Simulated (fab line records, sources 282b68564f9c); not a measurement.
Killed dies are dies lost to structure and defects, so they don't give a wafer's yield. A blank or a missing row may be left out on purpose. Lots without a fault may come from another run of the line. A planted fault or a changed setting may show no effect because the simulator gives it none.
A struck lot beside a sound one | flow rit_cmos | 18 steps out of a route of 202
Sound: wafers L664.1, L664.5, L664.6. Struck: wafers L672.2, L672.3, L672.6. The cause comes at the end.
At each step with rows: each side's tool, then ch and its chambers, then its first start. Under that, the readings that differ: sound wafers | struck wafers | difference of the means | sigmas: that difference in standard deviations of wafers without a fault.
alike: readings whose means differ by less than 2 such deviations, and words and numbers that are the same on both sides. not compared: withheld readings, readings that some wafer has no value for, bounds like >300 that may hide the same value, and numbers for which the record gives no deviation and whose values overlap.
The two part at a step that has a row with sigmas, a row that says differs or no value, or rows on one side only. Numbers that don't overlap but have no deviation are shown without sigmas and don't part them. A reading that every wafer of one side lacks parts them only if that side has two wafers or more.

first, 5 steps without rows for these wafers: RIT_NWELL_COAT_01 (resist thk 1300 nm); RIT_NWELL_SOFTBAKE_02 (time 60 s); RIT_NWELL_EXPOSE_03 (exposes mask M2, target cd 43900 nm); RIT_NWELL_PEB_04; RIT_NWELL_DEVELOP_05 (develop time 68 s).
RIT_NWELL_OVL_MEAS_06:
  sound on overlay-02, day 3 00:34; struck on overlay-01, day 4 14:50
  alike: NWELL_OVL
then, 2 steps without rows for these wafers: RIT_NWELL_HARDBAKE_07 (time 120 s); RIT_NWELL_IMPLANT_08.
RIT_NWELL_STRIP_09: strips in O2, time 180 s.
  sound on plasma_asher-02 ch 0,1, day 3 01:01; struck on plasma_asher-03 ch 0, day 4 15:22
  alike: drypump_motor_current_A
  not compared: rf_hours_counter_h
RIT_NWELL_TW_MEAS_10:
  sound on film_metro-01, day 3 01:11; struck on film_metro-01, day 4 15:33
  alike: NWELL_TW
then, 2 steps without rows for these wafers: RIT_PWELL_HMDS_00 (prime time 60 s); RIT_PWELL_COAT_01 (resist thk 1300 nm).
RIT_PWELL_SOFTBAKE_02: time 60 s.
  sound on litho_track-03 ch 0, day 3 01:33; struck on litho_track-02 ch 0, day 4 15:55
  reading                                    | sound             | struck            | difference | sigmas
  heater_power_total_W (W)                   | 34.60 34.58 34.65 | 38.41 38.46 38.51 | +3.85      | +88
  plate_temp_C (C)                           | 89.71 89.88 89.91 | 97.22 97.07 97.13 | +7.31      | +56
  model.NOVOLAK_of_PWELL_COAT_01.thk_nm (nm) | 1303 1303 1306    | 1270 1273 1274    | -32        |
then, 2 steps without rows for these wafers: RIT_PWELL_EXPOSE_03 (exposes mask M3, target cd 43700 nm); RIT_PWELL_PEB_04.
RIT_PWELL_DEVELOP_05: develop time 68 s.
  sound on litho_track-04 ch 0; struck on litho_track-02 ch 0
  reading                                    | sound          | struck         | difference | sigmas
  model.NOVOLAK_of_PWELL_COAT_01.thk_nm (nm) | 1302 1302 1305 | 1270 1273 1274 | -31        |
RIT_PWELL_OVL_MEAS_06:
  sound on overlay-01, day 3 02:08; struck on overlay-02, day 4 16:37
  alike: PWELL_OVL
RIT_M1_PROBE_99:
  the record has rows for the sound wafers here (prober-01, day 4 16:02) and none for the struck ones

WHERE THEY PART
First at RIT_PWELL_SOFTBAKE_02; last, within this record, at RIT_M1_PROBE_99.

WHY: what the simulator had put in
Process parameter drift: litho_track-02, from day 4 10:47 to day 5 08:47, at RIT_PWELL_SOFTBAKE_02. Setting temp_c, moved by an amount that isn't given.
